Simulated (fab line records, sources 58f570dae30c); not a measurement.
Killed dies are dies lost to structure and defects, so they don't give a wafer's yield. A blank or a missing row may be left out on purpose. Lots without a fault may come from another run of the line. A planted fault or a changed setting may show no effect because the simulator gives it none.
A struck lot beside a sound one | flow berkeley_cmos170 | 19 steps out of a route of 331
Sound: wafers L315.1, L315.2, L315.4. Struck: wafers L328.1, L328.4, L328.5. The cause comes at the end.
At each step with rows: each side's tool, then ch and its chambers, then its first start. Under that, the readings that differ: sound wafers | struck wafers | difference of the means | sigmas: that difference in standard deviations of wafers without a fault.
alike: readings whose means differ by less than 2 such deviations, and words and numbers that are the same on both sides. not compared: withheld readings, readings that some wafer has no value for, bounds like >300 that may hide the same value, and numbers for which the record gives no deviation and whose values overlap.
The two part at a step that has a row with sigmas, a row that says differs or no value, or rows on one side only. Numbers that don't overlap but have no deviation are shown without sigmas and don't part them. A reading that every wafer of one side lacks parts them only if that side has two wafers or more.

UCB170_M1_STRIP_13: strips in O2.
  sound on plasma_asher-03 ch 0,1, day 8 18:53; struck on plasma_asher-01 ch 0,1, day 11 09:12
  reading                     | sound       | struck      | difference | sigmas
  drypump_motor_current_A (A) | 5.5 5.4 5.4 | 6.3 6.2 6.2 | +0.8       | +2
  alike: oes_product_au
  not compared: rf_hours_counter_h
UCB170_M1_CD_MEAS_90: target cd 700 nm.
  sound on cd_sem-01, day 8 18:59; struck on cd_sem-02, day 11 09:21
  alike: cd_nm
then, 1 step without rows for these wafers: UCB170_M1_ANNEAL_14 (time 1200 s).
UCB170_V1_CVD_00: deposits SiO2 from TEOS/O2, target thk 2000 nm, time 250 s.
  sound on pecvd-04 ch 0,2, day 8 20:26; struck on pecvd-01 ch 1,2, day 11 10:49
  alike: heater_power_w
  not compared: since_wet_clean_h
UCB170_V1_THK_MEAS_01:
  sound on film_metro-03, day 8 20:36; struck on film_metro-04, day 11 10:58
  alike: V1_TEOS_THK
UCB170_V1_CMP_02: polishes SiO2.
  sound on cmp-01 ch 0,2,3, day 8 20:43; struck on cmp-01 ch 1,3, day 11 11:01
  alike: motor_current_A
UCB170_V1_BOW_MEAS_03:
  sound on film_metro-04, day 8 20:58; struck on film_metro-03, day 11 11:19
  alike: V1_BOW
UCB170_V1_THK_MEAS_04:
  sound on film_metro-04, day 8 21:05; struck on film_metro-03, day 11 11:26
  alike: V1_POLISHED_THK
then, 4 steps without rows for these wafers: UCB170_V1_CLEAN_05 (cleans in DIW); UCB170_V1_HMDS_06 (prime time 60 s); UCB170_V1_COAT_07 (resist thk 900 nm); UCB170_V1_SOFTBAKE_08 (time 60 s).
UCB170_V1_EXPOSE_09: exposes mask VIA1, target cd 700 nm.
  sound on krf_scanner-02 ch 0, day 8 21:47; struck on krf_scanner-02 ch 0, day 11 12:21
  reading                    | sound                   | struck         | difference | sigmas
  model.V1.overlay_x_nm (nm) | -0.8749 -0.8749 -0.8749 | 63.9 63.9 63.9 | +64.8      |
  alike: mask, reticle_temp_C
then, 2 steps without rows for these wafers: UCB170_V1_PEB_10; UCB170_V1_DEVELOP_11 (develop time 45 s).
UCB170_V1_CD_MEAS_12: target cd 700 nm.
  sound on cd_sem-02, day 8 22:10; struck on cd_sem-02, day 11 12:48
  alike: cd_nm
UCB170_V1_OVL_MEAS_13:
  sound on overlay-01, day 8 22:17; struck on overlay-01, day 11 13:08
  reading     | sound | struck   | difference | sigmas
  V1_OVL (nm) | 1 1 5 | 65 66 60 | +61        | +14
  not compared: hold
UCB170_V1_ETCH_14: etches SiO2 in CHF3/CF4/Ar, stops on Al, target depth 1250 nm, time 291 s.
  sound on rie_diel-03 ch 0,3, day 8 22:20; struck on rie_diel-03 ch 0,2,3, day 11 15:36
  reading | sound | struck                                                                     | difference                   | sigmas
  hold    | - - - | await_dispo/2.4h/release await_dispo/2.4h/release await_dispo/2.4h/release | no value on the sound wafers |
  alike: drypump_motor_current_A, oes_product_au, throttle_valve_pct
  not compared: rf_hours_counter_h
UCB170_M3_PROBE_99:
  the record has rows for the sound wafers here (prober-02, day 9 08:17) and none for the struck ones

WHERE THEY PART
First at UCB170_M1_STRIP_13; last, within this record, at UCB170_M3_PROBE_99.

WHY: what the simulator had put in
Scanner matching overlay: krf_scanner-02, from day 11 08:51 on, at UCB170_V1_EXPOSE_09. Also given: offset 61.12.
